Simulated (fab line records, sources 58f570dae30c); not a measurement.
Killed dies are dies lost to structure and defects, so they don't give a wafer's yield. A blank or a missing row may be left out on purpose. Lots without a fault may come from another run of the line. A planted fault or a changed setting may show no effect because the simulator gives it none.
Split-lot experiment | flow berkeley_cmos170 | 5 lots, 23 wafers read, on a route of 331 steps

THE SPLIT
At UCB170_SCREENOX_OXIDATION_01 (target thk 14.4 nm, ox time 2400 s), the setting temp_c was moved away from the recipe's 900 C on 15 of the 23 wafers read, by +0.9% to +2.7%. The other wafers ran this setting at the recipe's value.

The file shows no step between the split and the reading.

THE READING
SCREENOX_OXIDE_THK, in nm, at UCB170_SCREENOX_THK_MEAS_02. Fault-free wafers of this fab line usually give 14.39 nm, standard deviation 0.22 nm.

wafer  | tool, chamber at the split | temp_c as run, C | against the recipe | SCREENOX_OXIDE_THK, nm | against lot-mates on the recipe
L076.1 | -, -                       | 900              | recipe             | 14.81                  | -
L076.2 | -, -                       | 900              | recipe             | 14.80                  | -
L076.3 | -, -                       | 900              | recipe             | 14.63                  | -
L076.4 | -, -                       | 900              | recipe             | 14.57                  | -
L076.5 | -, -                       | 900              | recipe             | 14.75                  | -
L078.1 | -, -                       | 908              | +0.9%              | 15.93                  | no lot-mate on the recipe
L078.2 | -, -                       | 908              | +0.9%              | 15.60                  | no lot-mate on the recipe
L078.4 | -, -                       | 908              | +0.9%              | 15.44                  | no lot-mate on the recipe
L078.5 | -, -                       | 908              | +0.9%              | 15.66                  | no lot-mate on the recipe
L078.6 | -, -                       | 908              | +0.9%              | 15.76                  | no lot-mate on the recipe
L080.1 | -, -                       | 913.5            | +1.5%              | 16.39                  | no lot-mate on the recipe
L080.2 | -, -                       | 913.5            | +1.5%              | 16.24                  | no lot-mate on the recipe
L080.4 | -, -                       | 913.5            | +1.5%              | 16.39                  | no lot-mate on the recipe
L080.5 | -, -                       | 913.5            | +1.5%              | 16.38                  | no lot-mate on the recipe
L080.6 | -, -                       | 913.5            | +1.5%              | 16.43                  | no lot-mate on the recipe
L082.1 | furnace-04, 0              | 900              | recipe             | 14.42                  | -
L082.4 | furnace-04, 0              | 900              | recipe             | 14.48                  | -
L082.6 | furnace-04, 0              | 900              | recipe             | 14.18                  | -
L083.1 | -, -                       | 924.3            | +2.7%              | 17.87                  | no lot-mate on the recipe
L083.2 | -, -                       | 924.3            | +2.7%              | 17.79                  | no lot-mate on the recipe
L083.3 | -, -                       | 924.3            | +2.7%              | 18.03                  | no lot-mate on the recipe
L083.5 | -, -                       | 924.3            | +2.7%              | 18.01                  | no lot-mate on the recipe
L083.6 | -, -                       | 924.3            | +2.7%              | 17.65                  | no lot-mate on the recipe

THE FIT
A straight line over all 23 wafers: SCREENOX_OXIDE_THK changes by +1.21 nm for each +1% of temp_c; r = +0.99; the points scatter about the line by 0.17 nm.
Too few moved wafers have a lot-mate on the recipe to fit a line with each lot's own level taken away.

THE WHOLE CHAIN: every reading that the file lists as answering this split, in the file's order
step                         | what it does                       | reading                                                                               | change (the file's fit)              | r (the file's)
UCB170_SCREENOX_OXIDATION_01 | target thk 14.4 nm, ox time 2400 s | SiO2_of_SCREENOX_OXIDATION_01.thk_nm (the simulator's own value, which no gauge read) | +1.23 nm for each +1% of the setting | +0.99
UCB170_SCREENOX_THK_MEAS_02  |                                    | SCREENOX_OXIDE_THK                                                                    | +1.21 for each +1% of the setting    | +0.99

THE FILE'S OWN FIT
SCREENOX_OXIDE_THK changes by +1.21 nm for each +1% of temp_c, r = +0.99.
